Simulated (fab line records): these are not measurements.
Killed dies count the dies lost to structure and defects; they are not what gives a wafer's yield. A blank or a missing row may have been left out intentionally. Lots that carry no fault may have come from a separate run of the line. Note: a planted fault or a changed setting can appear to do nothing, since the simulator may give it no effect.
Shared-tool check | flow rit cmos | Sampled: 15 lots, 54 wafers

== REASON IT WAS OPENED ==
Of 15 lots, 3 have the reading PSD_TW flagged at RIT_PSD_TW_MEAS_10. No-fault wafers: 3443, standard deviation 21.
Rule: a lot gets a flag if all its wafers with a number sit over 4 standard deviations from that mean, or if no wafer of it has a number. The rest of the lots are taken to be sound.

lot  | measured    | on            | PSD_TW, wafer by wafer        | flag
L469 | day 3 11:26 | film metro-03 | 3454 3460 3477                |
L473 | day 4 03:59 | film metro-02 | 3454 3460 3463                |
L474 | day 4 07:59 | film metro-03 | 3438 3416 3431                |
L475 | day 4 10:34 | film metro-03 | 3447 3427 3452                |
L476 | day 4 14:47 | film metro-03 | 3449 3445 3455                |
L477 | day 4 23:13 | film metro-04 | 3439 3441 3464                |
L481 | day 6 06:15 | film metro-03 | 3577 3565 3566 3557 3557 3580 | FLAGGED
L482 | day 6 12:02 | film metro-02 | 3552 3578 3552 3531 3553 3534 | FLAGGED
L483 | day 6 12:25 | film metro-04 | 3430 3415 3424                |
L485 | day 6 22:47 | film metro-03 | 3545 3562 3569 3563 3547 3546 | FLAGGED
L487 | day 7 06:32 | film metro-03 | 3462 3471 3480                |
L488 | day 7 11:16 | film metro-04 | 3422 3406 3408                |
L490 | day 7 18:29 | film metro-04 | 3405 3410 3431                |
L491 | day 7 23:43 | film metro-02 | 3458 3462 3458                |
L492 | day 8 02:19 | film metro-02 | 3460 3470 3452                |
Average over the flagged lots: 3557; offset from the usual +114, equal to +5 standard deviations.

== WHICH TOOL RAN EACH LOT ==
The record holds 1 process step before the reading, out of a route of 202 steps. Read each cell as the tool, then ch plus the chambers that the sampled wafers visited, then the start.
lot  | flag    | RIT_PSD_IMPLANT_08
L469 |         | implanter-02 ch 0, day 3 11:08
L473 |         | implanter-02 ch 0, day 4 03:39
L474 |         | implanter-02 ch 0, day 4 07:40
L475 |         | implanter-02 ch 0, day 4 10:17
L476 |         | implanter-02 ch 0, day 4 14:29
L477 |         | implanter-01 ch 0, day 4 22:53
L481 | FLAGGED | implanter-02 ch 0, day 6 05:55
L482 | FLAGGED | implanter-02 ch 0, day 6 11:34
L483 |         | implanter-03 ch 0, day 6 12:05
L485 | FLAGGED | implanter-02 ch 0, day 6 22:28
L487 |         | implanter-03 ch 0, day 7 06:14
L488 |         | implanter-01 ch 0, day 7 10:56
L490 |         | implanter-01 ch 0, day 7 18:11
L491 |         | implanter-01 ch 0, day 7 23:23
L492 |         | implanter-01 ch 0, day 8 01:59
What the steps here do:
- RIT_PSD_IMPLANT_08
- RIT_PSD_TW_MEAS_10

== FLAGGED AGAINST TOTAL, ONE TOOL AT A TIME (gauges that did the reading follow at the end) ==
step               | tool          | lots run | flagged | share of the flagged lots | sound lots run after its first flagged lot
RIT_PSD_IMPLANT_08 | implanter-01  | 5        | 0       | none                      | -
RIT_PSD_IMPLANT_08 | implanter-02  | 8        | 3       | all                       | 0
RIT_PSD_IMPLANT_08 | implanter-03  | 2        | 0       | none                      | -
RIT_PSD_TW_MEAS_10 | film metro-02 | 4        | 1       | some                      | 2 (L491,L492)
RIT_PSD_TW_MEAS_10 | film metro-03 | 7        | 2       | some                      | 1 (L487)
RIT_PSD_TW_MEAS_10 | film metro-04 | 4        | 0       | none                      | -

== THE TABLE: WHAT IT ALLOWS ==
Rows of the table that ran each flagged lot: 1, that is implanter-02 at RIT_PSD_IMPLANT_08.
- implanter-02 at RIT_PSD_IMPLANT_08 ran 8 lots, 3 of them flagged. A fault beginning between L476 (day 4 14:29), its last sound lot, and L481 (day 6 05:55), its first flagged one, fits the data. Its own readings (beam energy keV) fall more than 4 standard deviations out on all wafers of the flagged lots.
One tool is left: implanter-02 at RIT_PSD_IMPLANT_08.

== WHAT THE SIMULATOR PUT IN ==
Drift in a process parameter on implanter-02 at RIT_PSD_IMPLANT_08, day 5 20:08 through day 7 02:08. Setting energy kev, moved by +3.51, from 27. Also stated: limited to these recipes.
Struck lots among those shown: L481, L482, L485. Same finding as the rule above.
